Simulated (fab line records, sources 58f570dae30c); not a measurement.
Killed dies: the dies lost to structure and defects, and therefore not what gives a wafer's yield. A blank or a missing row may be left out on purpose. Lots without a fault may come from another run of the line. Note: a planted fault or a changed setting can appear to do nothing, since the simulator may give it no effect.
Which of the tools did it? :: flow berkeley cmos170 :: 7 lots with 21 wafers sampled at 4 steps, on a route of 331 steps

== WHAT THE GAUGES SHOWED, per wafer ==
UCB170_SDANNEAL_RS_MEAS_03: measures by four-point-probe.
lot: L601
measured: day 8 13:06
on: film metro-01
NSD_RS (ohm/sq): 37.40 37.31 37.44

lot: L604
measured: day 8 23:51
on: film metro-01
NSD_RS (ohm/sq): 37.42 37.30 37.32

lot: L605
measured: day 8 23:59
on: film metro-04
NSD_RS (ohm/sq): 37.26 37.43 37.20

lot: L609
measured: day 10 08:22
on: film metro-01
NSD_RS (ohm/sq): 37.38 37.39 37.35

lot: L613
measured: day 11 07:34
on: film metro-01
NSD_RS (ohm/sq): 37.22 37.30 37.16

lot: L619
measured: day 12 08:34
on: film metro-04
NSD_RS (ohm/sq): 37.35 37.41 37.40

lot: L617
measured: day 12 12:51
on: film metro-02
NSD_RS (ohm/sq): 37.29 37.24 37.31

== WHICH TOOL RAN EACH LOT (tool, then ch and the chambers of the sampled wafers, then the start) ==
lot: L601
UCB170_SPACER_ETCHBACK_03: rie diel-02 ch 0,2,3, day 8 07:45
UCB170_NSD_IMPLANT_08: implanter-03 ch 0, day 8 11:35
UCB170_NSD_STRIP_09: plasma asher-01 ch 0,1, day 8 11:44

lot: L604
UCB170_SPACER_ETCHBACK_03: rie diel-03 ch 0,1, day 8 16:52
UCB170_NSD_IMPLANT_08: implanter-04 ch 0, day 8 21:21
UCB170_NSD_STRIP_09: plasma asher-02 ch 0,1, day 8 21:29

lot: L605
UCB170_SPACER_ETCHBACK_03: rie diel-02 ch 0,2,3, day 8 16:52
UCB170_NSD_IMPLANT_08: implanter-01 ch 0, day 8 21:34
UCB170_NSD_STRIP_09: plasma asher-01 ch 0,1, day 8 21:43

lot: L609
UCB170_SPACER_ETCHBACK_03: rie diel-01 ch 0,3, day 10 00:44
UCB170_NSD_IMPLANT_08: implanter-03 ch 0, day 10 06:46
UCB170_NSD_STRIP_09: plasma asher-01 ch 0,1, day 10 06:54

lot: L613
UCB170_SPACER_ETCHBACK_03: rie diel-02 ch 1,3, day 11 00:34
UCB170_NSD_IMPLANT_08: implanter-01 ch 0, day 11 05:44
UCB170_NSD_STRIP_09: plasma asher-04 ch 0,1, day 11 05:53

lot: L619
UCB170_SPACER_ETCHBACK_03: rie diel-01 ch 1,2,3, day 12 00:15
UCB170_NSD_IMPLANT_08: implanter-01 ch 0, day 12 07:07
UCB170_NSD_STRIP_09: plasma asher-01 ch 0,1, day 12 07:14

lot: L617
UCB170_SPACER_ETCHBACK_03: rie diel-02 ch 1,3, day 12 08:17
UCB170_NSD_IMPLANT_08: implanter-01 ch 0, day 12 11:16
UCB170_NSD_STRIP_09: plasma asher-04 ch 0,1, day 12 11:23
- UCB170_SPACER_ETCHBACK_03: etches SiO2 in CHF3/CF4/Ar, stops on Si, target depth 376 nm, time 100 s.
- UCB170_NSD_IMPLANT_08
- UCB170_NSD_STRIP_09: strips in O2.

== THE ANSWER, worked out from the rows above alone ==
Rule: usual is defined by the lots themselves. Put in order of their means at a reading, lots are off if they are a third of the lots or fewer, leave a main group of 4 or more, and stand apart from it by a gap of 3 or more times the standard deviation of the main group's means; of several such gaps the widest counts. The tables above print the reading to a certain number of digits; a main group whose means all agree to those digits is not used. Also off: a lot with no number at a reading for which 4 or more lots have one. Where the step has rows for the other lots, those lots are counted as sound.
No lot is off on any of the readings shown, so nothing can be concluded from this.

== WHAT THE SIMULATOR HAD PUT IN ==
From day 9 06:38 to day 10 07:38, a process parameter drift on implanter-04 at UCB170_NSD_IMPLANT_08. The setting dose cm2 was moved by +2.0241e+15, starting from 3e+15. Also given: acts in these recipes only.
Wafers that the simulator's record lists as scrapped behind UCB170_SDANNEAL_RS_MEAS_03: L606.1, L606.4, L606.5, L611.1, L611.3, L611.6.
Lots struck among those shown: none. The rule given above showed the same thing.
